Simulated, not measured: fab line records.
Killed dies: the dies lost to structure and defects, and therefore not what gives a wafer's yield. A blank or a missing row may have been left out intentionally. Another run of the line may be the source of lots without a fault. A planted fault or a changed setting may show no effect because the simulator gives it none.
Which tool did it? ; flow rit cmos ; Sampling: 14 lots, 42 wafers, 2 of 202 route steps

## WHAT THE GAUGES SHOWED, per wafer
Not one reading of a measure or inspect step in the record can be checked against a usual standard deviation.

## WHAT TOOL EACH LOT RAN ON (gives the tool, then ch and the chambers of the sampled wafers, and finally the start)
lot;RIT_NSD_SOFTBAKE_02;RIT_M1_PROBE_99
L309;litho track-01 ch 0, day 3 02:07;-
L310;litho track-01 ch 0, day 3 04:55;-
L311;litho track-02 ch 0, day 3 09:47;-
L312;litho track-04 ch 0, day 3 17:40;-
L314;litho track-02 ch 0, day 4 06:34;-
L315;litho track-04 ch 0, day 4 08:40;-
L316;litho track-02 ch 0, day 4 11:22;prober-01, day 4 22:08
L319;litho track-02 ch 0, day 5 05:24;-
L321;litho track-01 ch 0, day 5 17:11;-
L322;litho track-01 ch 0, day 5 19:09;-
L326;litho track-02 ch 0, day 6 12:39;-
L327;litho track-04 ch 0, day 6 18:53;-
L329;litho track-04 ch 0, day 7 07:59;-
L332;litho track-02 ch 0, day 7 23:22;-
- RIT_NSD_SOFTBAKE_02: time 60 s.
- RIT_M1_PROBE_99

## WHAT THE TOOLS THEMSELVES READ (means of the sampled wafers that have a number; where no wafer has one, the mark that the record gives instead)
RIT_NSD_SOFTBAKE_02.
lot;tool;chill plate temp C (C);heater power total W (W);plate temp C (C)
L309;litho track-01;22.92;34.57;90.15
L310;litho track-01;22.95;34.53;90.01
L311;litho track-02;23.08;34.49;90.02
L312;litho track-04;22.99;34.51;89.90
L314;litho track-02;23.01;34.55;89.93
L315;litho track-04;22.85;34.54;90.11
L316;litho track-02;23.09;34.55;90.19
L319;litho track-02;22.98;34.56;89.81
L321;litho track-01;23.12;33.60;88.17
L322;litho track-01;22.96;33.59;88.13
L326;litho track-02;23.04;34.57;89.99
L327;litho track-04;23.07;34.57;90.01
L329;litho track-04;23.13;34.57;90.12
L332;litho track-02;23.02;34.53;90.05

RIT_M1_PROBE_99.
lot;tool;killed at contacts;killed at front end;killed dies;killed open;killed short
L316;prober-01;0.0;5.3;5.3;3.0;2.3

## THE ANSWER, worked out from the rows above alone
Rule: what is usual is taken from the lots themselves. Put in order of their means at a reading, lots are off if they are a third of the lots or fewer, leave a main group of 4 or more, and stand apart from it by a gap of 3 or more times the standard deviation of the main group's means; of several such gaps the widest counts. If all means in a main group match to the digits the tables above print for the reading, that group is not used. A lot without any number at a reading at which 4 lots or more have one is off too. The other lots that the step has rows for count as sound. The gauges are gone through in route order, then the tools' own readings, and for those a lot's mean is taken as printed above. At the first step where some lot is off, the reading lying furthest off is the one used; lots without a number count as furthest.
Off: L321, L322, at RIT_NSD_SOFTBAKE_02 (heater power total W). The main group has a mean of 34.55 W with a standard deviation of 0.025.
A tool fits if, at that step or a process step before it, it ran every lot that is off, and no sound lot after the first of them. One fits: RIT_NSD_SOFTBAKE_02 on litho track-01. A fault onset in the window from L310 (day 3 04:55, its last sound lot) to L321 (day 5 17:11, its first lot off) fits.
The tool's own readings at RIT_NSD_SOFTBAKE_02 bear it out: on the lots that are off they differ by more than 5 times the standard deviation of the sound lots' means. heater power total W reads 33.59 W there against 34.55 W on the sound lots; plate temp C reads 88.15 C there against 90.02 C on the sound lots.

## WHAT THE SIMULATOR HAD INSERTED
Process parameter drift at RIT_NSD_SOFTBAKE_02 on litho track-01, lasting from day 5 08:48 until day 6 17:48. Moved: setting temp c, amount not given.
Shown lots that were struck: L321, L322. The rule above found the same.
